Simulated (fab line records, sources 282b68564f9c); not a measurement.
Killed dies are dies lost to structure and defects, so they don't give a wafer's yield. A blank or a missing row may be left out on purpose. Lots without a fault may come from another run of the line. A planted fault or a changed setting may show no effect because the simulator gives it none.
Problem report in the 8D (eight disciplines) form, filled by code | flow rit_cmos | the parts of the form that need people (team, actions taken, sign-off) are left out

1. THE PROBLEM
CONTACT_TEOS_THK at RIT_CONTACT_THK_MEAS_01 reads a mean of 503 nm on 2 wafers of 2 lots; wafers without a fault read 400 nm with a standard deviation of 5. That is +21 standard deviations from the usual mean.
First seen on wafer L235.1, day 7 10:37, on film_metro-01. The record holds 42 wafers of 14 lots with a number at this step. Rule for "out", or "out of limits": more than 4 standard deviations from the usual mean. The other wafers with a number count as sound.

2. WHAT IT IS AND WHAT IT IS NOT
question                    | is                           | is not
which readings at this step | CONTACT_TEOS_THK             | -
which lots                  | L235, L238                   | L216, L217, L219, L220, L221, L222, L223, L225, L226, L227, L229, L230
which wafers of those lots  | L235.1, L238.6               | L235.5, L235.6, L238.1, L238.5
read on which gauges        | film_metro-01, film_metro-03 | film_metro-04
when                        | from day 7 10:37             | up to then (38 sound wafers); but 2 sound wafers of L238 came after

3. SUSPECTS, AND WHAT RULES EACH OUT
Counting: a tool at a process step up to the reading stays a suspect if it ran every lot that is out. Sound lots after the first of them don't rule it out here, since some wafers of a struck lot are sound.
- the gauge at RIT_CONTACT_THK_MEAS_01: ruled out. The wafers that are out were read on 2 gauges (film_metro-01, film_metro-03).
- pecvd-04 at RIT_CONTACT_CVD_00 (deposits SiO2 from TEOS, target thk 400 nm, time 61 s): kept. It ran every lot that is out, first L235 (day 7 10:34); its last sound lot up to then is L229 (day 6 06:46).
- Within pecvd-04 at RIT_CONTACT_CVD_00: the wafers that are out ran in chamber 1; their sound lot-mates ran in chambers 0, 2.
Left after counting: pecvd-04 at RIT_CONTACT_CVD_00.

4. THE CAUSE (what the simulator had put in)
Process parameter drift: pecvd-04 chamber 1, from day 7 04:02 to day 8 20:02, at RIT_CONTACT_CVD_00. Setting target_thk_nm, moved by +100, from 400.
Counting left only this tool.

5. THE CHAIN OF EFFECTS, in route order
Each row: a reading whose mean over the struck wafers that have a number lies more than 3 standard deviations from the usual. Only readings for which the record gives a usual standard deviation are gone through. hours: the time from each lot's start at the first step in this table that gives one to its start at this step, as a median over the lots. sigmas: the change in usual standard deviations.
hours | step                    | reading            | usual  | on struck wafers | change | sigmas
0     | RIT_CONTACT_THK_MEAS_01 | CONTACT_TEOS_THK   | 400 nm | 503              | +103   | +21
6     | RIT_M1_PROBE_99         | killed_at_contacts | 0.1    | 254.5            | +254.4 | +99 or more
6     | RIT_M1_PROBE_99         | killed_dies        | 7.0    | 260.5            | +253.5 | +87
6     | RIT_M1_PROBE_99         | killed_on_rim      | 1.8    | 69.5             | +67.7  | +48
The process steps in it:
- RIT_M1_PROBE_99

6. WHAT WOULD HAVE CAUGHT IT SOONER
In this record the first reading out of limits at a measuring or inspecting step was taken at day 7 10:37, 7 hours after the fault began at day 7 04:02.
Of the tool readings at RIT_CONTACT_CVD_00 for which the record gives a usual standard deviation, none was out on any struck wafer, so an alarm limit of 4 standard deviations on them would not have fired.
Of the lots that are out (2), L238 began RIT_CONTACT_CVD_00 on pecvd-04 after day 7 10:37. A hold on the tool at that time would have spared it.
